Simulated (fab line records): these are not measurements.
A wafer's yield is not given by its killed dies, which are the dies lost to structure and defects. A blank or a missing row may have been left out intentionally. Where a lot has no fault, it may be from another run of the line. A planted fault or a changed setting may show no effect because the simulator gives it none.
A struck lot beside a sound one ; flow rit cmos ; 19 out of 202 route steps
Sound: these wafers, L955.2, L955.5, L955.6. Wafers struck: L969.3, L969.4, L969.6. The cause is given at the end.
Each step with rows lists, per side, the tool, then ch with its chambers, then its first start. Under that, the readings that differ: sound wafers ; struck wafers ; difference of the means ; sigmas: that difference in standard deviations of wafers without a fault.
alike: same words and numbers on both sides, and readings whose means sit less than 2 such deviations apart. not compared: any withheld reading, any reading some wafer has no value for, any bound like >300 that may hide the same value, and any number with overlapping values for which the record gives no deviation.
A row with sigmas, a row that says differs or no value, or rows on one side alone: a step with any of these is where the two part. When numbers do not overlap yet have no deviation, they are printed without sigmas and do not part them. A reading that every wafer of one side lacks parts them only if that side has two wafers or more.

RIT_M1_SPUTTER_00: material Al, target thk 400 nm, time 500 s.
  sound: pvd sputter-02 at day 3 21:33; struck: pvd sputter-04 at day 6 20:45
  alike: chamber pressure pa, throttle valve pct
RIT_M1_RS_MEAS_01: measures by four-point-probe.
  sound: film metro-04 at day 3 21:52; struck: film metro-02 at day 6 21:05
  alike: M1_AL_RS
RIT_M1_THK_MEAS_02: measures by xrf.
  sound: film metro-04 at day 3 21:59; struck: film metro-02 at day 6 21:11
  alike: M1_AL_THK
then, 6 steps without rows for these wafers: RIT_M1_HMDS_03 (prime time 60 s); RIT_M1_COAT_04 (resist thk 1300 nm); RIT_M1_SOFTBAKE_05 (time 60 s); RIT_M1_EXPOSE_06 (exposes mask M12, target cd 2600 nm); RIT_M1_PEB_07; RIT_M1_DEVELOP_08 (develop time 68 s).
RIT_M1_CD_MEAS_09: target cd 2600 nm.
  sound: cd sem-01 at day 3 22:56; struck: cd sem-02 at day 6 22:09
  alike: cd nm
RIT_M1_OVL_MEAS_10:
  sound: overlay-02 at day 3 23:02; struck: overlay-01 at day 6 22:14
  alike: M1_OVL
then, 1 step without rows for these wafers: RIT_M1_HARDBAKE_11 (time 120 s).
RIT_M1_METAL_ETCH_12: etches Al in Cl2/BCl3, stops on SiO2, time 165 s, target depth 600 nm.
  sound on rie metal-01 ch 1, day 3 23:22; struck on rie metal-04 ch 0,1, day 6 22:34
reading;sound;struck;difference;sigmas
oes product au (a.u.);0.792 0.784 0.789;0.810 0.812 0.824;+0.027;+2
  alike: drypump motor current A, throttle valve pct
  not compared: rf hours counter h
then, 1 step without rows for these wafers: RIT_M1_STRIP_13 (strips in nmp, time 600 s).
RIT_M1_STRIP_14: strips in O2, time 180 s.
  sound on plasma asher-03 ch 0,1, day 3 23:49; struck on plasma asher-04 ch 0,1, day 6 22:55
  alike: drypump motor current A
  not compared: rf hours counter h
RIT_M1_CD_MEAS_90: target cd 2600 nm.
  sound: cd sem-01 at day 4 00:01; struck: cd sem-02 at day 6 23:04
  alike: cd nm
then, 1 step without rows for these wafers: RIT_M1_ANNEAL_15 (time 1800 s).
RIT_M1_BOW_MEAS_16:
  sound: film metro-04 at day 4 01:38; struck: film metro-01 at day 7 00:43
  alike: M1_BOW
RIT_M1_PROBE_99:
  sound: prober-02 at day 4 01:47; struck: prober-02 at day 7 00:53
reading;sound;struck;difference;sigmas
hold;- - -;await dispo/1.7h/release await dispo/1.7h/release await dispo/1.7h/release;no value on the sound wafers;
defect limited yield (%);95.8 98.1 97.3;84.1 92.0 91.3;-7.9;-7
killed_at_M0_to_M3;0 0 0;31 16 14;+20;
killed dies;11 5 7;42 21 23;+21;+7
killed on rim;3 1 1;8 10 10;+8;+5
sort_bin_3_pad_short (%);0.8 0 0;3.0 1.5 1.9;+1.9;+10
sort_bin_5_function (%);1.5 1.1 1.1;9.8 4.9 4.9;+5.3;+7
sort n pass;253.0 259.0 257.0;222.0 243.0 241.0;-21.0;-7
sort yield pct (%);95.8 98.1 97.3;84.1 92.0 91.3;-7.9;-7
model.etest.tester.sort n pass;253 259 257;222 243 241;-21;
model.etest.tester.sort yield pct (%);95.83 98.11 97.35;84.09 92.05 91.29;-7.95;
model.etest.tester.sort_bin_5_pct (%);1.515 1.136 1.136;9.848 4.924 4.924;+5.303;
  alike: killed at contacts, killed at front end, killed open, killed short, sort_bin_6_memory

WHERE THEY PART
Last at RIT_M1_PROBE_99 as far as this record goes, first at RIT_M1_METAL_ETCH_12.

WHY: whatever the simulator had introduced
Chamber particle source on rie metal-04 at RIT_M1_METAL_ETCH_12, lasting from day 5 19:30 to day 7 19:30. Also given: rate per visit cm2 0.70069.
